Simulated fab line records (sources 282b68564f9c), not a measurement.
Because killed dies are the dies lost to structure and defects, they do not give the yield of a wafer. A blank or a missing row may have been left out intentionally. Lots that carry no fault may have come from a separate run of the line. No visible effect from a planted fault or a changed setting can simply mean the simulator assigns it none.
Comparing a struck lot with a sound one / flow ritCmos / 44 steps out of a route of 202
Sound: these wafers, L513.1, L513.2, L513.4. Struck: wafers L518.1, L518.4, L518.6. The cause comes at the end.
Per side, at each step with rows, come the tool, then ch with its chambers, and then its first start. Under that, the readings that differ: sound wafers / struck wafers / difference of the means / sigmas: that difference in standard deviations of wafers without a fault.
alike: words and numbers the same on both sides, and readings whose means are apart by under 2 such deviations; not compared: readings that were withheld, readings missing a value for some wafer, numbers with overlapping values and no deviation given by the record, and bounds like >300 which may hide the same value.
A row with sigmas, a row that says differs or no value, or rows on one side alone: a step with any of these is where the two part. Non-overlapping numbers with no deviation appear without sigmas and do not part them. A reading missing from all wafers of one side parts the sides only when that side holds two or more wafers.

RIT_FOX2_THK_MEAS_01:
  sound: filmMetro-04 at day 2 02:41; struck: filmMetro-03 at day 3 01:07
  alike: FOX2_OXIDE_THK
then, 2 steps without rows for these wafers: RIT_FOX2_CLEAN_02 (cleans in dHF, time 180 s); RIT_FOX2_WET_ETCH_03 (etches Si3N4 in H3PO4, target depth 195 nm, time 2700 s).
RIT_FOX2_THK_MEAS_90:
  sound: filmMetro-04 at day 2 03:34; struck: filmMetro-01 at day 3 02:00
  alike: FIELD_OXIDE_LEFT_1_THK
then, 6 steps without rows for these wafers: RIT_NWELL_HMDS_00 (prime time 60 s); RIT_NWELL_COAT_01 (resist thk 1300 nm); RIT_NWELL_SOFTBAKE_02 (time 60 s); RIT_NWELL_EXPOSE_03 (exposes mask M2, target cd 43900 nm); RIT_NWELL_PEB_04; RIT_NWELL_DEVELOP_05 (develop time 68 s).
RIT_NWELL_OVL_MEAS_06:
  sound: overlay-01 at day 2 04:37; struck: overlay-02 at day 3 03:04
  alike: NWELL_OVL
then, 1 step without rows for these wafers: RIT_NWELL_HARDBAKE_07 (time 120 s).
RIT_NWELL_IMPLANT_08:
  sound on implanter-03 ch 0, day 2 04:55; struck on implanter-03 ch 0, day 3 03:21
reading=doseIonsCm2; sound=4.997e+13 5e+13 4.997e+13; struck=3.099e+13 3.097e+13 3.106e+13; difference=-1.897e+13; sigmas=-99 or more
reading=faradayCurrentUA; sound=160 160 164; struck=95 97 100; difference=-64; sigmas=-20
RIT_NWELL_STRIP_09: strips in O2, time 180 s.
  sound on plasmaAsher-01 ch 0,1, day 2 05:04; struck on plasmaAsher-04 ch 0,1, day 3 03:30
  alike: drypumpMotorCurrentA
  not compared: rfHoursCounterH
RIT_NWELL_TW_MEAS_10:
  sound: filmMetro-04 at day 2 05:14; struck: filmMetro-01 at day 3 03:40
reading=NWELL_TW; sound=2151 2134 2133; struck=1867 1878 1868; difference=-268; sigmas=-11
then, 6 steps without rows for these wafers: RIT_PWELL_HMDS_00 (prime time 60 s); RIT_PWELL_COAT_01 (resist thk 1300 nm); RIT_PWELL_SOFTBAKE_02 (time 60 s); RIT_PWELL_EXPOSE_03 (exposes mask M3, target cd 43700 nm); RIT_PWELL_PEB_04; RIT_PWELL_DEVELOP_05 (develop time 68 s).
RIT_PWELL_OVL_MEAS_06:
  sound: overlay-01 at day 2 06:10; struck: overlay-02 at day 3 04:44
reading=PWELL_OVL (nm); sound=0.0 1.0 -0.1; struck=-2.3 -2.9 -3.8; difference=-3.3; sigmas=-3
then, 2 steps without rows for these wafers: RIT_PWELL_HARDBAKE_07 (time 120 s); RIT_PWELL_IMPLANT_08.
RIT_PWELL_STRIP_09: strips in O2, time 180 s.
  sound on plasmaAsher-04 ch 0,1, day 2 06:37; struck on plasmaAsher-02 ch 0,1, day 3 05:10
  alike: drypumpMotorCurrentA
  not compared: rfHoursCounterH
RIT_PWELL_TW_MEAS_10:
  sound: filmMetro-02 at day 2 06:47; struck: filmMetro-04 at day 3 05:21
  alike: PWELL_TW
then, 1 step without rows for these wafers: RIT_WELLDRIVE_ANNEAL_00 (time 14700 s).
RIT_WELLDRIVE_RS_MEAS_01: the measuring method here is four-point-probe.
  sound: filmMetro-04 at day 2 11:56; struck: filmMetro-02 at day 3 10:29
reading=NWELL_RS (ohm/sq); sound=276.2 275.7 276.4; struck=369.1 368.1 368.3; difference=+92.4; sigmas=+99 or more
RIT_WELLDRIVE_RS_MEAS_02: the measuring method here is four-point-probe.
  sound: filmMetro-04 at day 2 12:03; struck: filmMetro-02 at day 3 10:37
  alike: PWELL_RS
then, 6 steps without rows for these wafers: RIT_NRETRO_HMDS_00 (prime time 60 s); RIT_NRETRO_COAT_01 (resist thk 1300 nm); RIT_NRETRO_SOFTBAKE_02 (time 60 s); RIT_NRETRO_EXPOSE_03 (exposes mask M4, target cd 43900 nm); RIT_NRETRO_PEB_04; RIT_NRETRO_DEVELOP_05 (develop time 68 s).
RIT_NRETRO_OVL_MEAS_06:
  sound: overlay-01 at day 2 13:03; struck: overlay-02 at day 3 11:37
  alike: NRETRO_OVL
then, 2 steps without rows for these wafers: RIT_NRETRO_HARDBAKE_07 (time 120 s); RIT_NRETRO_IMPLANT_08.
RIT_NRETRO_STRIP_09: strips in O2, time 180 s.
  sound on plasmaAsher-04 ch 0,1, day 2 13:29; struck on plasmaAsher-01 ch 0,1, day 3 12:03
  alike: drypumpMotorCurrentA
  not compared: rfHoursCounterH
RIT_NRETRO_TW_MEAS_10:
  sound: filmMetro-02 at day 2 13:40; struck: filmMetro-04 at day 3 12:13
  alike: NRETRO_TW
then, 2 steps without rows for these wafers: RIT_PRETRO_HMDS_00 (prime time 60 s); RIT_PRETRO_COAT_01 (resist thk 1300 nm).
RIT_GATE_ETCH_19: etches poly-Si in SF6/CHF3/O2, stops on SiO2, time 165 s, target depth 312.5 nm.
  sound on rieSi-01 ch 0,2,3, day 2 20:28; struck on rieSi-02 ch 0,2, day 3 18:40
reading=model.GATE.cdNm (nm); sound=151.5 149.9 151.4; struck=147.3 148.2 146.8; difference=-3.5; sigmas=
  alike: drypumpMotorCurrentA, oesProductAu, rfFwdPowerW, throttleValvePct
  not compared: rfHoursCounterH
RIT_M1_PROBE_99:
  sound: prober-01 at day 3 16:14; struck: prober-02 at day 4 14:58
reading=model.etest.pmos_0p3.rOnOhmUm; sound=6495 6532 6625; struck=5845 5872 5883; difference=-684; sigmas=
reading=model.etest.pmosTurned.rOnOhmUm; sound=3581 3612 3681; struck=3273 3282 3264; difference=-352; sigmas=
reading=model.etest.pmos_0p15.rOnOhmUm; sound=2892 2873 2955; struck=2637 2627 2627; difference=-276; sigmas=
reading=model.etest.nwellPinched.rsOhmSq; sound=334.7 338.4 336.2; struck=470.1 464.4 466.5; difference=+130.6; sigmas=
reading=model.etest.wellEdgeLeft.lineOhmUm; sound=181.5 182 184.6; struck=256.1 251.6 251.2; difference=+70.3; sigmas=
reading=model.etest.wellEdgeRight.lineOhmUm; sound=182.7 181.5 184.4; struck=254.7 251.2 251.5; difference=+69.6; sigmas=
reading=model.etest.pmos_0p15.driveUaUm; sound=243.3 242 235.8; struck=285.7 279.8 286.2; difference=+43.5; sigmas=
reading=model.etest.pmosTurned.driveUaUm; sound=178.8 176.5 172; struck=210.9 209.4 209.5; difference=+34.2; sigmas=
  alike: killedAtContacts, killedAtFrontEnd, killedDies, killedOpen, killedShort

## WHERE THEY PART
At RIT_NWELL_IMPLANT_08 first; at RIT_WELLDRIVE_RS_MEAS_01 last (within this record only). Later steps at which nothing parts them and some readings are alike: RIT_WELLDRIVE_RS_MEAS_02, RIT_NRETRO_OVL_MEAS_06, RIT_NRETRO_STRIP_09, RIT_NRETRO_TW_MEAS_10, RIT_GATE_ETCH_19, RIT_M1_PROBE_99.

WHY: what the simulator had put in
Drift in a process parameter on implanter-03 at RIT_NWELL_IMPLANT_08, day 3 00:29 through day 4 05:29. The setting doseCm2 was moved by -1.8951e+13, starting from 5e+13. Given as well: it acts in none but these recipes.
